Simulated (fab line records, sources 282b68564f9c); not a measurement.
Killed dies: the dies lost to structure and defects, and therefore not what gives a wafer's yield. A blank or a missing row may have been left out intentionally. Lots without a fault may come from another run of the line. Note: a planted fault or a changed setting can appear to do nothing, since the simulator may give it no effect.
Which of the tools did it? :: flow rit cmos :: 42 wafers from 14 lots sampled at 2 of the route's 202 steps

WHAT THE GAUGES READ, wafer by wafer
The record holds no reading of a measuring or inspecting step that can be judged against a usual standard deviation.

TOOL THAT RAN EACH LOT (tool first, then ch and the chambers of the sampled wafers, then the start)
lot: L241
RIT_PWELL_HARDBAKE_07: litho track-02 ch 0, day 2 00:32
RIT_M1_PROBE_99: prober-01, day 3 11:34

lot: L243
RIT_PWELL_HARDBAKE_07: litho track-01 ch 0, day 2 11:09
RIT_M1_PROBE_99: -

lot: L244
RIT_PWELL_HARDBAKE_07: litho track-02 ch 0, day 2 15:22
RIT_M1_PROBE_99: -

lot: L247
RIT_PWELL_HARDBAKE_07: litho track-04 ch 0, day 3 05:22
RIT_M1_PROBE_99: -

lot: L251
RIT_PWELL_HARDBAKE_07: litho track-02 ch 0, day 4 03:28
RIT_M1_PROBE_99: -

lot: L252
RIT_PWELL_HARDBAKE_07: litho track-02 ch 0, day 4 06:17
RIT_M1_PROBE_99: -

lot: L253
RIT_PWELL_HARDBAKE_07: litho track-04 ch 0, day 4 12:28
RIT_M1_PROBE_99: -

lot: L255
RIT_PWELL_HARDBAKE_07: litho track-04 ch 0, day 4 22:19
RIT_M1_PROBE_99: -

lot: L256
RIT_PWELL_HARDBAKE_07: litho track-01 ch 0, day 5 01:52
RIT_M1_PROBE_99: -

lot: L257
RIT_PWELL_HARDBAKE_07: litho track-04 ch 0, day 5 09:06
RIT_M1_PROBE_99: -

lot: L258
RIT_PWELL_HARDBAKE_07: litho track-04 ch 0, day 5 13:13
RIT_M1_PROBE_99: -

lot: L259
RIT_PWELL_HARDBAKE_07: litho track-04 ch 0, day 5 17:35
RIT_M1_PROBE_99: prober-01, day 7 11:34

lot: L261
RIT_PWELL_HARDBAKE_07: litho track-01 ch 0, day 6 02:58
RIT_M1_PROBE_99: -

lot: L262
RIT_PWELL_HARDBAKE_07: litho track-04 ch 0, day 6 08:23
RIT_M1_PROBE_99: prober-01, day 7 23:59
- RIT_PWELL_HARDBAKE_07: time 120 s.
- RIT_M1_PROBE_99

AS READ BY THE TOOLS THEMSELVES (means over the sampled wafers that have a number; for cases with no such wafer, the mark the record gives instead)
RIT_PWELL_HARDBAKE_07. Usual: heater power total W 52.02 W, standard deviation 0.068; plate temp C 139.98 C, standard deviation 0.14.
lot: L241
tool: litho track-02
heater power total W (W): 52.02
plate temp C (C): 139.94
flag: 

lot: L243
tool: litho track-01
heater power total W (W): 51.96
plate temp C (C): 140.20
flag: 

lot: L244
tool: litho track-02
heater power total W (W): 52.03
plate temp C (C): 139.90
flag: 

lot: L247
tool: litho track-04
heater power total W (W): 52.05
plate temp C (C): 139.87
flag: 

lot: L251
tool: litho track-02
heater power total W (W): 53.89
plate temp C (C): 143.88
flag: OFF

lot: L252
tool: litho track-02
heater power total W (W): 53.94
plate temp C (C): 143.68
flag: OFF

lot: L253
tool: litho track-04
heater power total W (W): 52.04
plate temp C (C): 139.92
flag: 

lot: L255
tool: litho track-04
heater power total W (W): 52.03
plate temp C (C): 139.97
flag: 

lot: L256
tool: litho track-01
heater power total W (W): 52.03
plate temp C (C): 140.01
flag: 

lot: L257
tool: litho track-04
heater power total W (W): 52.05
plate temp C (C): 139.85
flag: 

lot: L258
tool: litho track-04
heater power total W (W): 52.03
plate temp C (C): 139.92
flag: 

lot: L259
tool: litho track-04
heater power total W (W): 52.00
plate temp C (C): 139.84
flag: 

lot: L261
tool: litho track-01
heater power total W (W): 52.06
plate temp C (C): 139.98
flag: 

lot: L262
tool: litho track-04
heater power total W (W): 52.01
plate temp C (C): 139.88
flag: 

RIT_M1_PROBE_99. Usual: killed at contacts 0.1, standard deviation 0.3; killed at front end 7, standard deviation 3.4; killed dies 7, standard deviation 3.4; killed open 3.6, standard deviation 2.1; killed short 3.5, standard deviation 2.1.
lot: L241
tool: prober-01
killed at contacts: 0.0
killed at front end: 6
killed dies: 6
killed open: 1.3
killed short: 4.3
flag: 

lot: L259
tool: prober-01
killed at contacts: 0.0
killed at front end: 3
killed dies: 3
killed open: 1.7
killed short: 1.0
flag: 

lot: L262
tool: prober-01
killed at contacts: 0.0
killed at front end: 8
killed dies: 8
killed open: 4.7
killed short: 3.0
flag: 

THE ANSWER, worked out from the rows above alone
Rule: a lot counts as off when the mean over its wafers that have a number is more than 3 standard deviations away from the usual mean. A lot without any number at a reading at which 4 lots or more have one is off too. Any other lot the step has rows for is counted as sound. The gauges are gone through in route order, then the tools' own readings, and for those a lot's mean is taken as printed above. At the first step where some lot is off, the reading lying furthest off is the one used; lots without a number count as furthest.
Off: L251, L252 (RIT_PWELL_HARDBAKE_07, heater power total W).
A tool fits if, at that step or a process step before it, it ran every lot that is off, and no sound lot after the first of them. One fits: litho track-02 at RIT_PWELL_HARDBAKE_07. Its last sound lot is L244 (day 2 15:22), its first lot that is off L251 (day 4 03:28): a fault that began between those two fits.
The tool's own readings at RIT_PWELL_HARDBAKE_07 bear it out: on the lots that are off they differ by more than 5 times the standard deviation of the sound lots' means. heater power total W reads 53.91 W there against 52.03 W on the sound lots; plate temp C reads 143.78 C there against 139.94 C on the sound lots.

WHAT THE SIMULATOR HAD INSERTED
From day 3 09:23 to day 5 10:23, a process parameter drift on litho track-02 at RIT_PWELL_HARDBAKE_07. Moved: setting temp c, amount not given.
Struck lots among those shown: L251, L252. Same finding as the rule above.
